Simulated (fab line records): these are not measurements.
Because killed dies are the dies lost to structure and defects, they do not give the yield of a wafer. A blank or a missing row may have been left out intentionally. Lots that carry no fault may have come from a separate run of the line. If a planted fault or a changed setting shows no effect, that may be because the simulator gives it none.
fab line records	flow berkeley_cmos170
[record] lots = 14	wafers = 42	last_day = 13
route steps=331 shown ZERO@12 NLDD@159 PSD@182 SILICIDE@211
lots that met no fault: taken from a fault-free run of the same line
start_h: start of the lot's first displayed wafer, in hours after the record's first day	wait_h: hours since the lot's step before	" as in the row above	L1.1+2: several wafers, shown together as one row	- either no value or no given start	* or withheld: withheld	< > ~ a bound
route shown NAME@n: NAME is a module with steps in the file, n the number in the route of the first one	usual: the fault-free wafers' mean and standard deviation	same: alike in all rows	chamber/n: place in a boat	sites: readings site by site	_std_site: standard deviation across them	_edge_site: outer sites' mean less inner sites'	radius_mm: for every site, how far away it sits from the centre of the wafer	mask NAME#n: copy n	behind: tool/chamber where the wafer was last shaped	hold: what put the lot on hold/how long, in hours/how the hold closed	device: transistor that didn't switch, given as n, p or np	end of line: at the end of the route, the tests of the same wafers	a step with no rows: only its recipe	killed: at the first sort, the dies lost to defects and structure; wafer yield is something else	map: dies across one wafer; x = killed, . = not, _ = none there
set.NAME: the setting the step ran with; set.NAME@STEP: the setting that earlier step ran with	model.NAME: the simulator's own value behind a step, which no gauge read
a sample of lots followed through the steps of the route, with each step as a table and each wafer as a row
services: the hour from which a tool's chamber was out of use, counted from the record's first day as start_h (under 0 if before that day), plus the number of hours and why
[[steps]]
[step UCB170_ZERO_ETCH_06]
[recipe] chemistry = CHF3/CF4/Ar	target = SiO2	time_s = 12	pressure_mtorr = 100	rf_w = 500	CHF3_flow_sccm = 50	cf4_flow_sccm = 10	Ar_flow_sccm = 120	over_etch_frac = 1.58
[usual] drypump_motor_current_A = 5.8/0.33	oes_product_au = 0.616/0.0054	throttle_valve_pct = 9.28/0.14
lot.wafer	tool	chamber	start_h	wait_h	drypump_motor_current_A	oes_product_au	rf_hours_counter_h	throttle_valve_pct
L863.1	rie_diel-01	1	20.60	-	5.5	0.604	2	9.03
L863.2	"	2	"	"	6.0	0.616	65	9.14
L863.6	"	1	"	"	5.5	0.607	-	9.03
L867.3	rie_diel-04	1	38.97	-	5.7	0.621	11	9.39
L867.4	"	2	"	"	6.0	0.613	133	9.50
L867.6	"	1	"	"	5.7	0.616	-	9.39
L868.1	rie_diel-03	2	44.56	-	5.8	0.620	81	9.22
L868.2	"	3	"	"	5.4	0.626	8	9.12
L868.6	"	0	"	"	6.2	0.616	-	9.23
L869.2	rie_diel-04	0	51.28	-	5.9	0.617	40	9.42
L869.5	"	3	"	"	6.3	0.621	-	9.43
L869.6	"	2	"	"	6.0	0.609	-	9.50
L870.1	rie_diel-04	0	56.21	-	5.9	0.620	40	9.41
L870.2	"	2	"	"	6.0	0.622	133	9.50
L870.6	"	3	"	"	6.4	0.626	-	9.44
L871.1	rie_diel-03	2	58.07	-	5.8	0.618	82	9.24
L871.3	"	0	"	"	6.2	0.615	151	9.23
L871.5	"	3	"	"	5.4	0.619	-	9.10
L872.3	rie_diel-03	1	66.40	-	5.6	0.611	68	9.39
L872.4	"	3	"	"	5.4	0.606	-	9.10
L872.6	"	1	"	"	5.6	0.619	-	9.37
L873.4	rie_diel-04	0	69.34	-	5.9	0.618	40	9.41
L873.5	"	1	"	"	5.7	0.620	-	9.40
L873.6	"	2	"	"	6.0	0.618	-	9.50
L874.1	rie_diel-01	0	74.82	-	5.8	0.620	113	9.32
L874.2	"	2	"	"	6.0	0.611	69	9.14
L874.3	"	3	"	"	5.1	0.623	1	9.22
L882.2	rie_diel-03	1	114.60	-	5.6	0.619	70	9.37
L882.4	"	2	"	"	5.8	0.616	83	9.24
L882.6	"	2	"	"	5.8	0.613	-	9.24
L883.2	rie_diel-03	2	118.36	-	5.8	0.616	84	9.22
L883.3	"	1	"	"	5.6	0.618	70	9.37
L883.5	"	2	"	"	5.8	0.618	-	9.23
L884.1	rie_diel-03	0	123.79	-	6.2	0.620	154	9.23
L884.5	"	3	"	"	5.4	0.612	-	9.11
L884.6	"	1	"	"	5.6	0.619	-	9.39
L885.1	rie_diel-01	3	133.97	-	5.1	0.606	4	9.22
L885.2	"	2	"	"	6.0	0.611	72	9.15
L885.5	"	0	"	"	5.7	0.621	-	9.34
L886.3	rie_diel-03	3	137.77	-	5.4	0.618	13	9.12
L886.4	"	2	"	"	5.8	0.613	84	9.23
L886.5	"	2	"	"	5.9	0.610	-	9.24
[step UCB170_NLDD_COAT_01]
[recipe] resist = KrF	spin_rpm = 1500	resist_thk_nm = 900
[usual] chill_plate_temp_C = 23.00/0.11	dispense_pressure_kPa = 52.8/1.7
lot.wafer	tool	chamber	start_h	wait_h	chill_plate_temp_C	dispense_pressure_kPa
L863.1	litho_track-04	0	121.62	0.1	23.08	50.9
L863.2	"	0	"	"	23.04	50.9
L863.6	"	0	"	"	22.89	50.9
L867.3	litho_track-04	0	146.37	0.1	23.18	50.9
L867.4	"	0	"	"	22.94	50.9
L867.6	"	0	"	"	23.02	50.9
L868.1	litho_track-04	0	147.22	0.1	22.65	50.9
L868.2	"	0	"	"	23.12	51.0
L868.6	"	0	"	"	22.86	51.0
L869.2	litho_track-04	0	170.81	0.1	22.88	50.9
L869.5	"	0	"	"	22.90	51.0
L869.6	"	0	"	"	22.88	50.9
L870.1	litho_track-01	0	171.03	0.1	23.02	53.8
L870.2	"	0	"	"	22.85	53.8
L870.6	"	0	"	"	22.87	53.8
L871.1	litho_track-01	0	171.58	0.1	23.03	53.8
L871.3	"	0	"	"	23.04	53.8
L871.5	"	0	"	"	22.99	53.8
L873.4	litho_track-01	0	175.59	0.1	23.11	53.7
L873.5	"	0	"	"	23.02	53.8
L873.6	"	0	"	"	23.13	53.8
L872.3	litho_track-03	0	175.67	0.1	23.01	55.0
L872.4	"	0	"	"	22.83	55.0
L872.6	"	0	"	"	22.97	55.0
L874.1	litho_track-03	0	180.35	0.1	22.86	55.0
L874.2	"	0	"	"	22.97	55.0
L874.3	"	0	"	"	22.88	55.0
L882.2	litho_track-03	-	229.66	0.1	-	-
L882.4	"	-	"	"	-	-
L882.6	"	-	"	"	-	-
L883.2	litho_track-03	-	235.18	0.1	-	-
L883.3	"	-	"	"	-	-
L883.5	"	-	"	"	-	-
L884.1	litho_track-04	0	235.39	0.1	23.00	51.0
L884.5	"	0	"	"	22.99	50.9
L884.6	"	0	"	"	23.02	50.9
L885.1	litho_track-04	0	249.04	0.1	23.09	51.0
L885.2	"	0	"	"	22.97	50.9
L885.5	"	0	"	"	22.97	51.0
L886.3	litho_track-01	0	256.19	0.1	22.96	53.6
L886.4	"	0	"	"	23.01	53.6
L886.5	"	0	"	"	22.97	53.6
[step UCB170_NLDD_CD_MEAS_06]
[recipe] target_cd_nm = 1200
[usual] cd_nm = 1199.8/1.2
lot.wafer	tool	chamber	start_h	wait_h	cd_nm
L863.1	cd_sem-01	-	122.61	-	1198.7
L863.2	"	-	"	"	1200.5
L863.6	"	-	"	"	1200.8
L867.3	cd_sem-02	-	147.56	-	1201.8
L867.4	"	-	"	"	1202.3
L867.6	"	-	"	"	1201.5
L868.1	cd_sem-02	-	148.14	-	1200.5
L868.2	"	-	"	"	1199.8
L868.6	"	-	"	"	1200.0
L869.2	cd_sem-02	-	171.62	-	1198.7
L869.5	"	-	"	"	1198.3
L869.6	"	-	"	"	1198.0
L870.1	cd_sem-02	-	171.88	-	1200.6
L870.2	"	-	"	"	1199.2
L870.6	"	-	"	"	1198.4
L871.1	cd_sem-01	-	172.39	-	1199.9
L871.3	"	-	"	"	1199.7
L871.5	"	-	"	"	1199.7
L872.3	cd_sem-01	-	176.68	-	1199.6
L872.4	"	-	"	"	1199.0
L872.6	"	-	"	"	1199.3
L873.4	cd_sem-02	-	176.70	-	1196.7
L873.5	"	-	"	"	1197.1
L873.6	"	-	"	"	1198.6
L874.1	cd_sem-02	-	181.17	-	1200.5
L874.2	"	-	"	"	1200.0
L874.3	"	-	"	"	1199.2
L882.2	cd_sem-01	-	230.69	-	-
L882.4	"	-	"	"	-
L882.6	"	-	"	"	-
L883.2	cd_sem-02	-	235.99	-	-
L883.3	"	-	"	"	-
L883.5	"	-	"	"	-
L884.1	cd_sem-02	-	236.22	-	1199.4
L884.5	"	-	"	"	1199.5
L884.6	"	-	"	"	1200.1
L885.1	cd_sem-02	-	249.73	-	1199.9
L885.2	"	-	"	"	1201.7
L885.5	"	-	"	"	1199.9
L886.3	cd_sem-02	-	257.35	-	1200.6
L886.4	"	-	"	"	1199.9
L886.5	"	-	"	"	1198.9
[step UCB170_PSD_OVL_MEAS_07]
[usual] PSD_OVL = -2/4.8
lot.wafer	tool	chamber	start_h	wait_h	PSD_OVL[nm]
L863.1	overlay-01	-	133.59	0.1	1
L863.2	"	-	"	"	-6
L863.6	"	-	"	"	0
L867.3	overlay-02	-	153.57	0.1	-8
L867.4	"	-	"	"	-6
L867.6	"	-	"	"	-8
L868.1	overlay-01	-	153.78	0.1	-11
L868.2	"	-	"	"	-5
L868.6	"	-	"	"	-3
L869.2	overlay-02	-	177.94	0.1	-8
L869.5	"	-	"	"	0
L869.6	"	-	"	"	0
L870.1	overlay-01	-	178.20	0.1	-8
L870.2	"	-	"	"	-4
L870.6	"	-	"	"	-1
L871.1	overlay-02	-	178.25	0.1	-3
L871.3	"	-	"	"	5
L871.5	"	-	"	"	-2
L873.4	overlay-01	-	182.91	0.1	0
L873.5	"	-	"	"	-5
L873.6	"	-	"	"	-3
L872.3	overlay-01	-	183.21	0.1	-4
L872.4	"	-	"	"	0
L872.6	"	-	"	"	0
L874.1	overlay-02	-	188.79	0.1	-8
L874.2	"	-	"	"	-6
L874.3	"	-	"	"	3
L882.2	overlay-01	-	238.49	0.1	-9
L882.4	"	-	"	"	-8
L882.6	"	-	"	"	-1
L884.1	overlay-01	-	246.53	0.1	1
L884.5	"	-	"	"	-3
L884.6	"	-	"	"	1
L883.2	overlay-02	-	246.92	0.1	1
L883.3	"	-	"	"	-2
L883.5	"	-	"	"	9
L885.1	overlay-02	-	259.00	0.1	4
L885.2	"	-	"	"	-9
L885.5	"	-	"	"	-3
L886.3	overlay-02	-	267.95	0.1	-9
L886.4	"	-	"	"	6
L886.5	"	-	"	"	5
[step UCB170_SILICIDE_SPUTTER_01]
[recipe] material = Ti	target_thk_nm = 30	time_s = 25	power_w = 1500	chamber_pressure_pa = 0.5
[usual] cathode_dc_power_W = 1500.0/0.27	throttle_valve_pct = 30.3/1.1
lot.wafer	tool	chamber	start_h	wait_h	cathode_dc_power_W	throttle_valve_pct
L863.1	pvd_sputter-01	-	137.01	0.0	1500.0	30.1
L863.2	"	-	"	"	1499.5	31.4
L863.6	"	-	"	"	1499.9	28.6
L867.3	pvd_sputter-01	-	157.86	0.0	1500.4	31.5
L867.4	"	-	"	"	1500.0	28.9
L867.6	"	-	"	"	1500.3	28.7
L868.1	pvd_sputter-02	-	158.21	0.0	1499.2	31.3
L868.2	"	-	"	"	1500.1	29.2
L868.6	"	-	"	"	1499.9	32.3
L869.2	pvd_sputter-04	-	182.12	0.0	1500.2	30.5
L869.5	"	-	"	"	1500.4	28.6
L869.6	"	-	"	"	1499.8	30.5
L870.1	pvd_sputter-02	-	182.37	0.0	1500.0	31.3
L870.2	"	-	"	"	1500.2	32.3
L870.6	"	-	"	"	1500.2	29.1
L871.1	pvd_sputter-04	-	182.57	0.0	1500.3	30.6
L871.3	"	-	"	"	1500.3	28.6
L871.5	"	-	"	"	1500.2	30.3
L873.4	pvd_sputter-02	-	186.42	0.0	1500.0	29.3
L873.5	"	-	"	"	1499.7	32.2
L873.6	"	-	"	"	1500.2	29.4
L872.3	pvd_sputter-04	-	186.80	0.0	1499.8	28.6
L872.4	"	-	"	"	1500.1	30.0
L872.6	"	-	"	"	1499.6	30.3
L874.1	pvd_sputter-02	-	192.40	0.0	1500.6	31.3
L874.2	"	-	"	"	1500.1	30.2
L874.3	"	-	"	"	1500.2	32.2
L882.2	pvd_sputter-02	-	242.13	0.0	1499.8	30.5
L882.4	"	-	"	"	1500.3	32.1
L882.6	"	-	"	"	1500.4	31.5
L884.1	pvd_sputter-01	-	250.41	0.0	1500.4	29.0
L884.5	"	-	"	"	1500.1	30.1
L884.6	"	-	"	"	1499.9	31.1
L883.2	pvd_sputter-02	-	253.92	0.0	1499.8	31.9
L883.3	"	-	"	"	1500.6	30.0
L883.5	"	-	"	"	1500.1	30.1
L885.1	pvd_sputter-02	-	262.62	0.0	1500.0	31.3
L885.2	"	-	"	"	1499.5	32.2
L885.5	"	-	"	"	1500.0	29.1
L886.3	pvd_sputter-02	-	274.50	0.0	1500.0	30.1
L886.4	"	-	"	"	1499.8	29.1
L886.5	"	-	"	"	1499.6	31.3
[[services]]
tool	chamber	start_h	hours	kind
pvd_sputter-04	-	-0.97	10.0	repair
rie_diel-01	3	9.32	2.5	repair
rie_diel-04	2	19.22	1.5	repair
pvd_sputter-02	-	37.13	10.6	repair
pvd_sputter-04	-	55.98	4.6	repair
rie_diel-03	2	65.71	9.4	repair
pvd_sputter-02	-	71.86	1.8	repair
rie_diel-04	2	81.85	17.5	repair
rie_diel-04	-	99.52	28.1	pm
rie_diel-03	2	118.40	7.2	repair
rie_diel-03	3	154.94	2.8	repair
rie_diel-04	2	162.04	7.4	repair
pvd_sputter-01	-	178.85	3.9	repair
rie_diel-04	-	198.78	0.8	repair
rie_diel-01	-	204.77	0.5	repair
rie_diel-01	2	206.85	33.7	repair
rie_diel-03	1	212.57	9.3	repair
rie_diel-03	1	234.97	16.4	repair
pvd_sputter-02	-	238.13	3.3	repair
rie_diel-03	2	242.32	17.6	repair
pvd_sputter-02	-	243.83	8.4	repair
rie_diel-03	-	247.00	2.8	pm
rie_diel-04	-	252.04	1.2	repair
rie_diel-03	0	258.47	8.9	repair
[[key]]
[first_sign] step = UCB170_NLDD_COAT_01	reading = tool_record	direction = missing
[effect] step = UCB170_NLDD_CD_MEAS_06	reading = cd_nm	direction = missing
met_at UCB170_NLDD_COAT_01
struck_lots L882,L883
sort_left_out L882.2,L882.4,L882.6,L883.2,L883.3,L883.5
tester_left_out L882,L883
not_acting_at UCB170_ZERO_ETCH_06,UCB170_PSD_OVL_MEAS_07,UCB170_SILICIDE_SPUTTER_01
onset_between 180.35 229.66
[fault] kind = skipped_step_whole	tool = litho_track-03	chamber = -	onset_h = 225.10	steps = UCB170_NLDD_COAT_01	scope = struck_lots_only
// tester_left_out: of these lots the tester's yield and bins aren't shown, on N5 and GAA mostly nor the transistor test; their killed dies are dies lost to structure and defects alone, not to doping, threshold or leakage, so they don't give the yield
// sort_left_out: the simulated sort isn't trusted on such a fault, so these wafers' sort isn't shown, and their yield isn't known
